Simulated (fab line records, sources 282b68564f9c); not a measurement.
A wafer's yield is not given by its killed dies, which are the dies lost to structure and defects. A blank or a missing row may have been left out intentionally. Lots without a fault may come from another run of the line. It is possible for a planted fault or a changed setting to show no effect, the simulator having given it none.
Lot-split experiment / flow rit cmos / 23 wafers read from 5 lots, route of 202 steps

## THE SPLIT
At RIT_NSD_COAT_01 (resist thk 1000 nm), the setting spin rpm was moved away from the recipe's 3250 rpm on 10 of the 23 wafers read, by +6.0% to +6.9%. This setting was run at the recipe's value on the other wafers.

## FROM THE SPLIT TO THE READING: what the file shows between them, 3 steps
- RIT_NSD_SOFTBAKE_02: time 60 s
- RIT_NSD_EXPOSE_03: exposes mask M9, target cd 40700 nm
- RIT_NSD_DEVELOP_05: develop time 50 s

## THE READING
NOVOLAK_of_NSD_COAT_01.thk nm (the simulator's own value, which no gauge read), in nm, at RIT_NSD_HARDBAKE_07 (time 60 s). There is no usual value for it anywhere in the file. Average 885.6 nm, standard deviation 2.5 nm, over the 13 wafers here run with the recipe.

wafer=L076.1; tool, chamber at the split=litho track-03, 0; spin rpm as run, rpm=3473; against the recipe=+6.9%; NOVOLAK_of_NSD_COAT_01.thk nm, nm=857.6; against lot-mates on the recipe=-26.3
wafer=L076.2; tool, chamber at the split=litho track-03, 0; spin rpm as run, rpm=3473; against the recipe=+6.9%; NOVOLAK_of_NSD_COAT_01.thk nm, nm=857.6; against lot-mates on the recipe=-26.3
wafer=L076.4; tool, chamber at the split=litho track-03, 0; spin rpm as run, rpm=3250; against the recipe=recipe; NOVOLAK_of_NSD_COAT_01.thk nm, nm=881.5; against lot-mates on the recipe=-
wafer=L076.5; tool, chamber at the split=litho track-03, 0; spin rpm as run, rpm=3250; against the recipe=recipe; NOVOLAK_of_NSD_COAT_01.thk nm, nm=885; against lot-mates on the recipe=-
wafer=L076.6; tool, chamber at the split=litho track-03, 0; spin rpm as run, rpm=3250; against the recipe=recipe; NOVOLAK_of_NSD_COAT_01.thk nm, nm=885.2; against lot-mates on the recipe=-
wafer=L078.1; tool, chamber at the split=litho track-01, 0; spin rpm as run, rpm=3448; against the recipe=+6.1%; NOVOLAK_of_NSD_COAT_01.thk nm, nm=861.4; against lot-mates on the recipe=-27.3
wafer=L078.2; tool, chamber at the split=litho track-01, 0; spin rpm as run, rpm=3448; against the recipe=+6.1%; NOVOLAK_of_NSD_COAT_01.thk nm, nm=860.5; against lot-mates on the recipe=-28.2
wafer=L078.3; tool, chamber at the split=litho track-01, 0; spin rpm as run, rpm=3250; against the recipe=recipe; NOVOLAK_of_NSD_COAT_01.thk nm, nm=886.9; against lot-mates on the recipe=-
wafer=L078.5; tool, chamber at the split=litho track-01, 0; spin rpm as run, rpm=3250; against the recipe=recipe; NOVOLAK_of_NSD_COAT_01.thk nm, nm=891.3; against lot-mates on the recipe=-
wafer=L078.6; tool, chamber at the split=litho track-01, 0; spin rpm as run, rpm=3250; against the recipe=recipe; NOVOLAK_of_NSD_COAT_01.thk nm, nm=887.8; against lot-mates on the recipe=-
wafer=L079.1; tool, chamber at the split=litho track-01, 0; spin rpm as run, rpm=3250; against the recipe=recipe; NOVOLAK_of_NSD_COAT_01.thk nm, nm=884.4; against lot-mates on the recipe=-
wafer=L079.2; tool, chamber at the split=litho track-01, 0; spin rpm as run, rpm=3250; against the recipe=recipe; NOVOLAK_of_NSD_COAT_01.thk nm, nm=887.6; against lot-mates on the recipe=-
wafer=L079.6; tool, chamber at the split=litho track-01, 0; spin rpm as run, rpm=3250; against the recipe=recipe; NOVOLAK_of_NSD_COAT_01.thk nm, nm=885.6; against lot-mates on the recipe=-
wafer=L080.1; tool, chamber at the split=litho track-04, 0; spin rpm as run, rpm=3444; against the recipe=+6.0%; NOVOLAK_of_NSD_COAT_01.thk nm, nm=857.7; against lot-mates on the recipe=-24.7
wafer=L080.2; tool, chamber at the split=litho track-04, 0; spin rpm as run, rpm=3444; against the recipe=+6.0%; NOVOLAK_of_NSD_COAT_01.thk nm, nm=857.8; against lot-mates on the recipe=-24.6
wafer=L080.4; tool, chamber at the split=litho track-04, 0; spin rpm as run, rpm=3250; against the recipe=recipe; NOVOLAK_of_NSD_COAT_01.thk nm, nm=882.4; against lot-mates on the recipe=-
wafer=L080.6; tool, chamber at the split=litho track-04, 0; spin rpm as run, rpm=3250; against the recipe=recipe; NOVOLAK_of_NSD_COAT_01.thk nm, nm=882.4; against lot-mates on the recipe=-
wafer=L080.5; tool, chamber at the split=litho track-04, 0; spin rpm as run, rpm=3444; against the recipe=+6.0%; NOVOLAK_of_NSD_COAT_01.thk nm, nm=856.9; against lot-mates on the recipe=-25.5
wafer=L082.1; tool, chamber at the split=litho track-04, 0; spin rpm as run, rpm=3456; against the recipe=+6.3%; NOVOLAK_of_NSD_COAT_01.thk nm, nm=859.4; against lot-mates on the recipe=-27.0
wafer=L082.2; tool, chamber at the split=litho track-04, 0; spin rpm as run, rpm=3456; against the recipe=+6.3%; NOVOLAK_of_NSD_COAT_01.thk nm, nm=857; against lot-mates on the recipe=-29.4
wafer=L082.3; tool, chamber at the split=litho track-04, 0; spin rpm as run, rpm=3456; against the recipe=+6.3%; NOVOLAK_of_NSD_COAT_01.thk nm, nm=859.5; against lot-mates on the recipe=-26.9
wafer=L082.4; tool, chamber at the split=litho track-04, 0; spin rpm as run, rpm=3250; against the recipe=recipe; NOVOLAK_of_NSD_COAT_01.thk nm, nm=886; against lot-mates on the recipe=-
wafer=L082.6; tool, chamber at the split=litho track-04, 0; spin rpm as run, rpm=3250; against the recipe=recipe; NOVOLAK_of_NSD_COAT_01.thk nm, nm=886.7; against lot-mates on the recipe=-

FIT RESULTS
A straight line over all 23 wafers: NOVOLAK_of_NSD_COAT_01.thk nm changes by -4.29 nm for each +1% of spin rpm; r = -0.99; the points scatter about the line by 2.4 nm.
The same after taking each lot's own level away (the mean of its wafers on the recipe; 23 wafers): -4.22 nm for each +1%; r = -0.99; scatter 1.6 nm.
The reading moves by 29 nm for the largest change in spin rpm, on that fit.
Measured against the standard deviation above, the lots' own levels, which go from 882.40 to 888.67 nm, span 2.5 times it.
So the lot-to-lot level changes the slope little: the two slopes agree.
Check: with one of the wafers moved furthest among these (+6.9%) left out of the fit, the line predicts -29.3 nm for it against its lot-mates. It came out at -26.3 nm against them.

## THE WHOLE CHAIN: every reading that the file lists as answering this split, in the file's order
step=RIT_NSD_COAT_01; what it does=resist thk 1000 nm; reading=NOVOLAK_of_NSD_COAT_01.thk nm (the simulator's own value, which no gauge read); change (the file's fit)=-4.81 nm for each +1% of the setting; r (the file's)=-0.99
step=RIT_NSD_HARDBAKE_07; what it does=time 60 s; reading=NOVOLAK_of_NSD_COAT_01.thk nm (the simulator's own value, which no gauge read); change (the file's fit)=-4.21 nm for each +1% of the setting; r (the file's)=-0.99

## THE FILE'S OWN FIT
NOVOLAK_of_NSD_COAT_01.thk nm changes by -4.21 nm for each +1% of spin rpm, r = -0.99.
